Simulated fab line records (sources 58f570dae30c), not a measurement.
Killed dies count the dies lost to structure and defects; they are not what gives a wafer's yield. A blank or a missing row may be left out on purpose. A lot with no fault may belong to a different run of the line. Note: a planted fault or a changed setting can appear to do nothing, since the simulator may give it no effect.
Split-lot study || flow berkeley-cmos170 || on a route of 331 steps: 5 lots, 23 wafers read

THE SPLIT
At UCB170_M2_PEB_13, the setting peb-temp-c was moved away from the recipe's 130 C on 4 of the 23 wafers read, by -2.5% to -0.8%. For the rest of the wafers, this setting stayed at what the recipe calls for.

FROM THE SPLIT TO THE READING: what the file shows between them, 5 steps
- UCB170_M2_DEVELOP_14: develop time 45 s
- UCB170_M2_CD_MEAS_15: target cd 700 nm
- UCB170_M2_ETCH_17: etches BARC in N2/H2
- UCB170_M2_METAL_ETCH_18: etches Al in Cl2/BCl3, stops on SiO2, target depth 1170 nm, time 195 s
- UCB170_M2_STRIP_19: strips in O2

THE READING
At UCB170_M2_CD_MEAS_90: cd-nm in nanometres, against a target cd of 700 nm. On this fab line, fault-free wafers typically give 700 nm with a standard deviation of 3.9 nm.

{"wafer": "L077.1", "tool, chamber at the split": "litho-track-01, 0", "peb-temp-c as run, C": 130, "against the recipe": "recipe", "cd-nm, nm": 694, "against lot-mates on the recipe": "-"}
{"wafer": "L077.4", "tool, chamber at the split": "litho-track-01, 0", "peb-temp-c as run, C": 130, "against the recipe": "recipe", "cd-nm, nm": 694, "against lot-mates on the recipe": "-"}
{"wafer": "L077.5", "tool, chamber at the split": "litho-track-01, 0", "peb-temp-c as run, C": 130, "against the recipe": "recipe", "cd-nm, nm": 695, "against lot-mates on the recipe": "-"}
{"wafer": "L078.2", "tool, chamber at the split": "litho-track-01, 0", "peb-temp-c as run, C": 130, "against the recipe": "recipe", "cd-nm, nm": 701, "against lot-mates on the recipe": "-"}
{"wafer": "L078.3", "tool, chamber at the split": "litho-track-01, 0", "peb-temp-c as run, C": 130, "against the recipe": "recipe", "cd-nm, nm": 704, "against lot-mates on the recipe": "-"}
{"wafer": "L078.4", "tool, chamber at the split": "litho-track-01, 0", "peb-temp-c as run, C": 130, "against the recipe": "recipe", "cd-nm, nm": 701, "against lot-mates on the recipe": "-"}
{"wafer": "L078.5", "tool, chamber at the split": "litho-track-01, 0", "peb-temp-c as run, C": 130, "against the recipe": "recipe", "cd-nm, nm": 708, "against lot-mates on the recipe": "-"}
{"wafer": "L078.6", "tool, chamber at the split": "litho-track-01, 0", "peb-temp-c as run, C": 130, "against the recipe": "recipe", "cd-nm, nm": 702, "against lot-mates on the recipe": "-"}
{"wafer": "L085.1", "tool, chamber at the split": "litho-track-02, 0", "peb-temp-c as run, C": 130, "against the recipe": "recipe", "cd-nm, nm": 700, "against lot-mates on the recipe": "-"}
{"wafer": "L085.3", "tool, chamber at the split": "litho-track-02, 0", "peb-temp-c as run, C": 130, "against the recipe": "recipe", "cd-nm, nm": 702, "against lot-mates on the recipe": "-"}
{"wafer": "L085.4", "tool, chamber at the split": "litho-track-02, 0", "peb-temp-c as run, C": 126.7, "against the recipe": "-2.5%", "cd-nm, nm": 731, "against lot-mates on the recipe": "+29"}
{"wafer": "L085.5", "tool, chamber at the split": "litho-track-02, 0", "peb-temp-c as run, C": 130, "against the recipe": "recipe", "cd-nm, nm": 704, "against lot-mates on the recipe": "-"}
{"wafer": "L085.6", "tool, chamber at the split": "litho-track-02, 0", "peb-temp-c as run, C": 126.7, "against the recipe": "-2.5%", "cd-nm, nm": 728, "against lot-mates on the recipe": "+26"}
{"wafer": "L080.1", "tool, chamber at the split": "litho-track-02, 0", "peb-temp-c as run, C": 130, "against the recipe": "recipe", "cd-nm, nm": 701, "against lot-mates on the recipe": "-"}
{"wafer": "L080.2", "tool, chamber at the split": "litho-track-02, 0", "peb-temp-c as run, C": 130, "against the recipe": "recipe", "cd-nm, nm": 703, "against lot-mates on the recipe": "-"}
{"wafer": "L080.3", "tool, chamber at the split": "litho-track-02, 0", "peb-temp-c as run, C": 130, "against the recipe": "recipe", "cd-nm, nm": 700, "against lot-mates on the recipe": "-"}
{"wafer": "L080.5", "tool, chamber at the split": "litho-track-02, 0", "peb-temp-c as run, C": 128.9, "against the recipe": "-0.8%", "cd-nm, nm": 707, "against lot-mates on the recipe": "+6"}
{"wafer": "L080.6", "tool, chamber at the split": "litho-track-02, 0", "peb-temp-c as run, C": 128.9, "against the recipe": "-0.8%", "cd-nm, nm": 712, "against lot-mates on the recipe": "+11"}
{"wafer": "L084.1", "tool, chamber at the split": "litho-track-02, 0", "peb-temp-c as run, C": 130, "against the recipe": "recipe", "cd-nm, nm": 701, "against lot-mates on the recipe": "-"}
{"wafer": "L084.2", "tool, chamber at the split": "litho-track-02, 0", "peb-temp-c as run, C": 130, "against the recipe": "recipe", "cd-nm, nm": 699, "against lot-mates on the recipe": "-"}
{"wafer": "L084.3", "tool, chamber at the split": "litho-track-02, 0", "peb-temp-c as run, C": 130, "against the recipe": "recipe", "cd-nm, nm": 698, "against lot-mates on the recipe": "-"}
{"wafer": "L084.5", "tool, chamber at the split": "litho-track-02, 0", "peb-temp-c as run, C": 130, "against the recipe": "recipe", "cd-nm, nm": 696, "against lot-mates on the recipe": "-"}
{"wafer": "L084.6", "tool, chamber at the split": "litho-track-02, 0", "peb-temp-c as run, C": 130, "against the recipe": "recipe", "cd-nm, nm": 702, "against lot-mates on the recipe": "-"}

THE FIT
A straight line over all 23 wafers: cd-nm changes by -11.5 nm for each +1% of peb-temp-c; r = -0.93; the points scatter about the line by 3.5 nm.
The same after taking each lot's own level away (the mean of its wafers on the recipe; 23 wafers): -10.7 nm for each +1%; r = -0.97; scatter 2.1 nm.
That fit puts the effect of the largest move of peb-temp-c on the reading at 27 nm.
Across the lots, their own levels run from 694.3 to 703.2 nm, a range of 2.3 times the standard deviation given above.
The two slopes are in agreement: the lot-to-lot level therefore moves the slope only a little.
Check: with one of the wafers moved furthest among these (-2.5%) left out of the fit, the line predicts +25.7 nm for it against its lot-mates. It came out at +29 nm against them.

THE WHOLE CHAIN: every reading that the file lists as answering this split, in the file's order
{"step": "UCB170_M2_CD_MEAS_15", "what it does": "target cd 700 nm", "reading": "cd-nm", "change (the file's fit)": "-9.56 nm for each +1% of the setting", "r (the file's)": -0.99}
{"step": "UCB170_M2_ETCH_17", "what it does": "etches BARC in N2/H2", "reading": "M2.cd-nm (the simulator's own value, which no gauge read)", "change (the file's fit)": "-9.73 nm for each +1% of the setting", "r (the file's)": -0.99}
{"step": "UCB170_M2_METAL_ETCH_18", "what it does": "etches Al in Cl2/BCl3, stops on SiO2, target depth 1170 nm, time 195 s", "reading": "M2.cd-nm (the simulator's own value, which no gauge read)", "change (the file's fit)": "-10.7 nm for each +1% of the setting", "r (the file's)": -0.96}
{"step": "UCB170_M2_CD_MEAS_90", "what it does": "target cd 700 nm", "reading": "cd-nm", "change (the file's fit)": "-10.6 nm for each +1% of the setting", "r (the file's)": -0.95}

FILE'S OWN FIT
cd-nm changes by -10.6 nm for each +1% of peb-temp-c, r = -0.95.
